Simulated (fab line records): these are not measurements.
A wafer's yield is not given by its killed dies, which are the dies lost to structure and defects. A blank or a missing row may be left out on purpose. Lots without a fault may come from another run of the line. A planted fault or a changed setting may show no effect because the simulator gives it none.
Check for tools in common :: flow berkeley cmos170 :: 42 wafers sampled across 14 lots

== REASON FOR OPENING ==
2 of 14 lots carry a flag on the reading NWELL_TW at UCB170_NWELL_TW_MEAS_16. No-fault wafers: 1257, standard deviation 11.
Rule: a lot gets a flag if all its wafers with a number sit over 4 standard deviations from that mean, or if no wafer of it has a number. The rest of the lots are taken to be sound.

lot: L596
measured: day 2 01:26
on: film metro-03
NWELL_TW, wafer by wafer: 1263 1270 1266
flag: 

lot: L597
measured: day 2 06:43
on: film metro-03
NWELL_TW, wafer by wafer: 1268 1261 1264
flag: 

lot: L599
measured: day 3 02:13
on: film metro-02
NWELL_TW, wafer by wafer: 1242 1241 1245
flag: 

lot: L600
measured: day 3 02:27
on: film metro-04
NWELL_TW, wafer by wafer: 1265 1266 1254
flag: 

lot: L603
measured: day 3 20:44
on: film metro-03
NWELL_TW, wafer by wafer: 1269 1271 1276
flag: 

lot: L605
measured: day 4 01:16
on: film metro-02
NWELL_TW, wafer by wafer: 2079 2079 2072
flag: FLAGGED

lot: L606
measured: day 4 11:20
on: film metro-03
NWELL_TW, wafer by wafer: 2122 2114 2120
flag: FLAGGED

lot: L608
measured: day 4 20:34
on: film metro-03
NWELL_TW, wafer by wafer: 1260 1267 1273
flag: 

lot: L610
measured: day 5 04:38
on: film metro-03
NWELL_TW, wafer by wafer: 1276 1264 1272
flag: 

lot: L613
measured: day 5 21:27
on: film metro-03
NWELL_TW, wafer by wafer: 1265 1265 1264
flag: 

lot: L616
measured: day 6 12:13
on: film metro-03
NWELL_TW, wafer by wafer: 1253 1260 1257
flag: 

lot: L617
measured: day 6 18:26
on: film metro-03
NWELL_TW, wafer by wafer: 1258 1257 1260
flag: 

lot: L618
measured: day 6 22:54
on: film metro-02
NWELL_TW, wafer by wafer: 1237 1240 1239
flag: 

lot: L619
measured: day 7 05:46
on: film metro-02
NWELL_TW, wafer by wafer: 1246 1247 1245
flag: 
The mean of the flagged lots' numbers is 2098, +841 from the usual (+76 standard deviations).

== WHICH TOOL RAN EACH LOT ==
The record holds 1 process step before the reading, out of a route of 331 steps. Each cell gives the tool, then ch followed by the chambers the sampled wafers passed through, then the start.
lot: L596
flag: 
UCB170_NWELL_IMPLANT_14: implanter-01 ch 0, day 2 01:12

lot: L597
flag: 
UCB170_NWELL_IMPLANT_14: implanter-01 ch 0, day 2 06:30

lot: L599
flag: 
UCB170_NWELL_IMPLANT_14: implanter-01 ch 0, day 3 01:58

lot: L600
flag: 
UCB170_NWELL_IMPLANT_14: implanter-01 ch 0, day 3 02:12

lot: L603
flag: 
UCB170_NWELL_IMPLANT_14: implanter-03 ch 0, day 3 20:29

lot: L605
flag: FLAGGED
UCB170_NWELL_IMPLANT_14: implanter-01 ch 0, day 4 01:03

lot: L606
flag: FLAGGED
UCB170_NWELL_IMPLANT_14: implanter-01 ch 0, day 4 11:05

lot: L608
flag: 
UCB170_NWELL_IMPLANT_14: implanter-03 ch 0, day 4 20:19

lot: L610
flag: 
UCB170_NWELL_IMPLANT_14: implanter-02 ch 0, day 5 04:23

lot: L613
flag: 
UCB170_NWELL_IMPLANT_14: implanter-03 ch 0, day 5 21:12

lot: L616
flag: 
UCB170_NWELL_IMPLANT_14: implanter-03 ch 0, day 6 11:58

lot: L617
flag: 
UCB170_NWELL_IMPLANT_14: implanter-03 ch 0, day 6 18:11

lot: L618
flag: 
UCB170_NWELL_IMPLANT_14: implanter-03 ch 0, day 6 22:41

lot: L619
flag: 
UCB170_NWELL_IMPLANT_14: implanter-03 ch 0, day 7 05:31
What these steps do:
- UCB170_NWELL_IMPLANT_14
- UCB170_NWELL_TW_MEAS_16

== FLAGGED AGAINST TOTAL, ONE TOOL AT A TIME (gauges that did the reading follow at the end) ==
step: UCB170_NWELL_IMPLANT_14
tool: implanter-01
lots run: 6
flagged: 2
share of the flagged lots: all
sound lots run after its first flagged lot: 0

step: UCB170_NWELL_IMPLANT_14
tool: implanter-02
lots run: 1
flagged: 0
share of the flagged lots: none
sound lots run after its first flagged lot: -

step: UCB170_NWELL_IMPLANT_14
tool: implanter-03
lots run: 7
flagged: 0
share of the flagged lots: none
sound lots run after its first flagged lot: -

step: UCB170_NWELL_TW_MEAS_16
tool: film metro-02
lots run: 4
flagged: 1
share of the flagged lots: some
sound lots run after its first flagged lot: 2 (L618,L619)

step: UCB170_NWELL_TW_MEAS_16
tool: film metro-03
lots run: 9
flagged: 1
share of the flagged lots: some
sound lots run after its first flagged lot: 5 (L608,L610,L613,L616,L617)

step: UCB170_NWELL_TW_MEAS_16
tool: film metro-04
lots run: 1
flagged: 0
share of the flagged lots: none
sound lots run after its first flagged lot: -

== WHAT IS ALLOWED BY THE TABLE ==
All flagged lots share 1 row of the table, namely implanter-01 at UCB170_NWELL_IMPLANT_14.
- implanter-01 at UCB170_NWELL_IMPLANT_14 ran 6 lots, 2 of them flagged. Last sound lot L600 at day 3 02:12, first flagged lot L605 at day 4 01:03; a fault beginning in between fits. Its own readings (dose ions cm2, faraday current uA) fall more than 4 standard deviations out on all wafers of the flagged lots.
Left over: one tool, implanter-01 at UCB170_NWELL_IMPLANT_14.

== WHAT WAS PUT IN BY THE SIMULATOR ==
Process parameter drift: implanter-01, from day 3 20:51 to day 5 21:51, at UCB170_NWELL_IMPLANT_14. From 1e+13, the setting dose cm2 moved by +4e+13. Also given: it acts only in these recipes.
Lots struck among those shown: L605, L606. The rule above found the same.
